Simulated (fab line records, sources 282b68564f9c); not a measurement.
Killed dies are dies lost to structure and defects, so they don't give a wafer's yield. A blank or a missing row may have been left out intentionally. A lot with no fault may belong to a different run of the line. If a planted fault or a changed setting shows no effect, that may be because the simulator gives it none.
Lot-split experiment / flow rit_cmos / 5 lots, 23 wafers read, on a route of 202 steps

THE SPLIT ITSELF
At RIT_NLDD_IMPLANT_08, the setting dose_cm2 was moved away from the recipe's 5e+14 on 4 of the 23 wafers read, by -7.1% to -5.8%. This setting was run at the recipe's value on the other wafers.

FROM SPLIT TO READING: 1 step shown by the file between the two
- RIT_NLDD_STRIP_09: strips in O2, time 180 s

THE READING
NLDD_TW, at RIT_NLDD_TW_MEAS_10. Typical for fault-free wafers on this fab line: 2527, with standard deviation 20.

wafer=L075.1; tool, chamber at the split=implanter-02, 0; dose_cm2 as run=5e+14; against the recipe=recipe; NLDD_TW=2548; against lot-mates on the recipe=-
wafer=L075.2; tool, chamber at the split=implanter-02, 0; dose_cm2 as run=5e+14; against the recipe=recipe; NLDD_TW=2539; against lot-mates on the recipe=-
wafer=L075.4; tool, chamber at the split=implanter-02, 0; dose_cm2 as run=5e+14; against the recipe=recipe; NLDD_TW=2545; against lot-mates on the recipe=-
wafer=L075.5; tool, chamber at the split=implanter-02, 0; dose_cm2 as run=5e+14; against the recipe=recipe; NLDD_TW=2549; against lot-mates on the recipe=-
wafer=L075.6; tool, chamber at the split=implanter-02, 0; dose_cm2 as run=5e+14; against the recipe=recipe; NLDD_TW=2548; against lot-mates on the recipe=-
wafer=L078.1; tool, chamber at the split=implanter-01, 0; dose_cm2 as run=5e+14; against the recipe=recipe; NLDD_TW=2543; against lot-mates on the recipe=-
wafer=L078.2; tool, chamber at the split=implanter-01, 0; dose_cm2 as run=5e+14; against the recipe=recipe; NLDD_TW=2535; against lot-mates on the recipe=-
wafer=L078.3; tool, chamber at the split=implanter-01, 0; dose_cm2 as run=5e+14; against the recipe=recipe; NLDD_TW=2539; against lot-mates on the recipe=-
wafer=L078.5; tool, chamber at the split=implanter-01, 0; dose_cm2 as run=4.709e+14; against the recipe=-5.8%; NLDD_TW=2504; against lot-mates on the recipe=-35
wafer=L078.6; tool, chamber at the split=implanter-01, 0; dose_cm2 as run=4.709e+14; against the recipe=-5.8%; NLDD_TW=2497; against lot-mates on the recipe=-42
wafer=L081.1; tool, chamber at the split=implanter-01, 0; dose_cm2 as run=5e+14; against the recipe=recipe; NLDD_TW=2534; against lot-mates on the recipe=-
wafer=L081.3; tool, chamber at the split=implanter-01, 0; dose_cm2 as run=5e+14; against the recipe=recipe; NLDD_TW=2535; against lot-mates on the recipe=-
wafer=L081.6; tool, chamber at the split=implanter-01, 0; dose_cm2 as run=5e+14; against the recipe=recipe; NLDD_TW=2523; against lot-mates on the recipe=-
wafer=L084.1; tool, chamber at the split=implanter-02, 0; dose_cm2 as run=5e+14; against the recipe=recipe; NLDD_TW=2525; against lot-mates on the recipe=-
wafer=L084.2; tool, chamber at the split=implanter-02, 0; dose_cm2 as run=5e+14; against the recipe=recipe; NLDD_TW=2527; against lot-mates on the recipe=-
wafer=L084.3; tool, chamber at the split=implanter-02, 0; dose_cm2 as run=5e+14; against the recipe=recipe; NLDD_TW=2541; against lot-mates on the recipe=-
wafer=L084.4; tool, chamber at the split=implanter-02, 0; dose_cm2 as run=5e+14; against the recipe=recipe; NLDD_TW=2530; against lot-mates on the recipe=-
wafer=L084.6; tool, chamber at the split=implanter-02, 0; dose_cm2 as run=5e+14; against the recipe=recipe; NLDD_TW=2536; against lot-mates on the recipe=-
wafer=L085.1; tool, chamber at the split=implanter-01, 0; dose_cm2 as run=4.644e+14; against the recipe=-7.1%; NLDD_TW=2493; against lot-mates on the recipe=-41
wafer=L085.3; tool, chamber at the split=implanter-01, 0; dose_cm2 as run=5e+14; against the recipe=recipe; NLDD_TW=2538; against lot-mates on the recipe=-
wafer=L085.4; tool, chamber at the split=implanter-01, 0; dose_cm2 as run=5e+14; against the recipe=recipe; NLDD_TW=2529; against lot-mates on the recipe=-
wafer=L085.5; tool, chamber at the split=implanter-01, 0; dose_cm2 as run=5e+14; against the recipe=recipe; NLDD_TW=2534; against lot-mates on the recipe=-
wafer=L085.6; tool, chamber at the split=implanter-01, 0; dose_cm2 as run=4.644e+14; against the recipe=-7.1%; NLDD_TW=2487; against lot-mates on the recipe=-47

THE FIT
A straight line over all 23 wafers: NLDD_TW changes by +6.43 for each +1% of dose_cm2; r = +0.91; the points scatter about the line by 7.4.
The same after taking each lot's own level away (the mean of its wafers on the recipe; 23 wafers): +6.32 for each +1%; r = +0.96; scatter 4.7.
On that fit, the largest move of dose_cm2 shifts the reading by 45.
The lots' own levels span 2530.7 to 2545.8, that is 0.8 times the standard deviation above.
Consequently the slope shifts little with the lot-to-lot level, the two slopes agreeing.
Check: -46.9 against its lot-mates is what the line predicts for one of the wafers moved furthest among these (-7.1%) when that wafer is left out of the fit. Against them it came out at -40.7.

THE OTHER SPLITS THESE WAFERS WENT THROUGH
Note: prior to the reading, these wafers also went through further splits. Each is held against what the fit with the lots' levels taken away leaves over:
other split on the same wafers=RIT_ACTIVE_EXPOSE_08 dose_mj; wafers away from the commonest value=11; r with NLDD_TW (lot level and that fit taken away)=+0.22
other split on the same wafers=RIT_ACTIVE_STRIP_14 pressure_mtorr; wafers away from the commonest value=10; r with NLDD_TW (lot level and that fit taken away)=-0.01
other split on the same wafers=RIT_FOX2_OXIDATION_00 ox_time_s; wafers away from the commonest value=15; r with NLDD_TW (lot level and that fit taken away)=+0.05
other split on the same wafers=RIT_NWELL_IMPLANT_08 dose_cm2; wafers away from the commonest value=9; r with NLDD_TW (lot level and that fit taken away)=+0.09
other split on the same wafers=RIT_PWELL_IMPLANT_08 energy_kev; wafers away from the commonest value=9; r with NLDD_TW (lot level and that fit taken away)=+0.18
other split on the same wafers=RIT_NRETRO_COAT_01 resist_thk_nm; wafers away from the commonest value=8; r with NLDD_TW (lot level and that fit taken away)=-0.07
other split on the same wafers=RIT_GATE_CVD_08 temp_c; wafers away from the commonest value=15; r with NLDD_TW (lot level and that fit taken away)=-0.09
other split on the same wafers=RIT_GATE_DEVELOP_15 dev_temp_c; wafers away from the commonest value=8; r with NLDD_TW (lot level and that fit taken away)=-0.15

THE FILE'S OWN FIT
NLDD_TW changes by +6.35 for each +1% of dose_cm2, r = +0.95.
